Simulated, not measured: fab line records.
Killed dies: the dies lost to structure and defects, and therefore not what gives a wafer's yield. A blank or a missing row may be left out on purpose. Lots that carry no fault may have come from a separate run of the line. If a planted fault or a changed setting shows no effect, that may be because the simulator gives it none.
Chamber matching -- flow berkeley cmos170 -- UCB170_V1_CMP_02 on cmp-01: 4 sister chambers
The step polishes SiO2. 8 wafers are shown with their chamber, then 8 later ones without.

== WAFERS WITH THEIR CHAMBER ==
wafer,chamber,motor current A (A),retaining ring pressure frac
L798.5,0,15.1,1.002
L802.2,0,14.7,1.003
L802.3,2,16.4,1.009
L803.3,1,14.9,0.992
L805.2,1,15.9,1.004
L805.3,2,15.0,0.992
L805.4,3,15.0,1.003
L811.1,3,14.7,1.003

== WAFERS WHOSE CHAMBER IS MISSING ==
wafer,motor current A (A),retaining ring pressure frac
L811.2,15.2,0.996
L811.3,15.4,1.004
L809.4,17.0,0.999
L809.5,14.9,0.992
L809.6,15.6,0.992
L816.4,16.2,1.001
L816.5,15.2,0.992
L816.6,15.6,0.995

== THE CHAMBER EACH PASSED THROUGH ==
wafer,from the rows above,in truth
L811.2,can't be placed: 1 or 2 or 0 or 3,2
L811.3,can't be placed: 2 or 1 or 0 or 3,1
L809.4,can't be placed: 2 or 1 or 0 or 3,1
L809.5,can't be placed: 1 or 0 or 3 or 2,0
L809.6,can't be placed: 1 or 2 or 0 or 3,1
L816.4,can't be placed: 2 or 1 or 0 or 3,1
L816.5,can't be placed: 1 or 2 or 0 or 3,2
L816.6,can't be placed: 1 or 2 or 0 or 3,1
Placed correctly: 0 of 8. Cannot be placed on the basis of these rows: 8; the candidates contain the true chamber in 8. Wrongly placed: 0.
How it was worked out, from the rows above alone: a wafer's distance from a chamber is the root of the sum, over the readings, of the square of ((its reading less the chamber's mean) divided by the reading's scatter). If the next closest chamber is less than 2 further off than the closest, the wafer can't be placed; otherwise it belongs to the closest. For every chamber, the mean is computed from those of its wafers that are shown. The scatter is the square root of a quotient: the sum, over the shown wafers, of each reading's squared deviation from its chamber's mean, divided by wafers minus chambers.
